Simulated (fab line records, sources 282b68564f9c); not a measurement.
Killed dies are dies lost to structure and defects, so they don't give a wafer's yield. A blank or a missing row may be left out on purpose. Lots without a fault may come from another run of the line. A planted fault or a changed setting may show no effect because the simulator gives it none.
One fault seen from 2 desks | flow rit_cmos | each desk has only its own numbers; what lay behind them comes last

THE TOOL OWNER'S DESK: iline_stepper-01
The tool's own readings at RIT_M1_EXPOSE_06 (exposes mask M12, target cd 2600 nm): means of the sampled wafers that have a number, for each lot that ran on this tool. A lot is out of limits, marked OUT, if its mean lies more than 4 standard deviations from the usual mean; the brackets give that distance.
Columns: A = exposure_dose_mJ_cm2 at RIT_M1_EXPOSE_06, usual 250.06
lot  | first seen here | A
L204 | day 3 21:04     | 250.43
L206 | day 4 07:41     | 249.71
L207 | day 4 11:03     | 249.99
L208 | day 4 17:36     | 249.93
L209 | day 4 22:19     | 249.88
L210 | day 5 04:09     | 250.12
L211 | day 5 08:52     | 250.04
L217 | day 6 15:02     | 249.55
L220 | day 7 06:06     | 247.93 (-8.2) OUT
This desk's finding: out of limits on L220; first on L220, day 7 06:06 (exposure_dose_mJ_cm2 at RIT_M1_EXPOSE_06). In limits: L204, L206, L207, L208, L209, L210, L211, L217.

THE METROLOGY DESK
What the gauges read, lot by lot, whatever tool the lot ran on: means of the sampled wafers that have a number. A lot is out of limits, marked OUT, if its mean lies more than 4 standard deviations from the usual mean; the brackets give that distance.
Columns: A = cd_nm at RIT_GATE_CD_MEAS_16, usual 149.9 nm; B = NSD_TW at RIT_NSD_TW_MEAS_10, usual 3135; C = cd_nm at RIT_M1_CD_MEAS_09, usual 2599.9 nm
lot  | first seen here | A     | B    | C
L201 | day 2 12:49     | 144.7 | 3098 | 2598.5
L203 | day 2 23:25     | 150.4 | 3087 | 2601.4
L204 | day 3 03:53     | 145.5 | 3136 | 2599.6
L205 | day 3 07:58     | 149.2 | 3154 | 2600.2
L206 | day 3 14:24     | 152.9 | 3152 | 2602.1
L207 | day 3 18:13     | 153.2 | 3125 | 2598.2
L208 | day 4 00:26     | 149.8 | 3141 | 2600.5
L209 | day 4 05:27     | 150.2 | 3113 | 2596.7
L210 | day 4 09:21     | 147.0 | 3099 | 2603.8
L211 | day 4 15:07     | 151.2 | 3178 | 2604.1
L217 | day 5 21:55     | 149.6 | 3135 | 2599.7
L219 | day 6 06:11     | 149.8 | 3146 | 2601.8
L220 | day 6 12:41     | 148.6 | 3102 | 2588.8 (-4.8) OUT
This desk's finding: out of limits on L220; first on L220, day 7 06:32 (cd_nm at RIT_M1_CD_MEAS_09). In limits: L201, L203, L204, L205, L206, L207, L208, L209, L210, L211, L217, L219.

PUT TOGETHER
The tool owner's desk could have raised an alarm at day 7 06:06, on L220.
The metrology desk could have raised an alarm at day 7 06:32, on L220.
Of the lots named, all ran RIT_M1_EXPOSE_06 on iline_stepper-01.

WHAT THE SIMULATOR HAD PUT IN
Process parameter drift: iline_stepper-01, from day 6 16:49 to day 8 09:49, at RIT_M1_EXPOSE_06. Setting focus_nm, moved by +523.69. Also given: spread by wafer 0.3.
Lots struck among those shown: L220.
Hours from the fault's start to each desk's first reading out of limits: the tool owner's desk, 13; the metrology desk, 14.
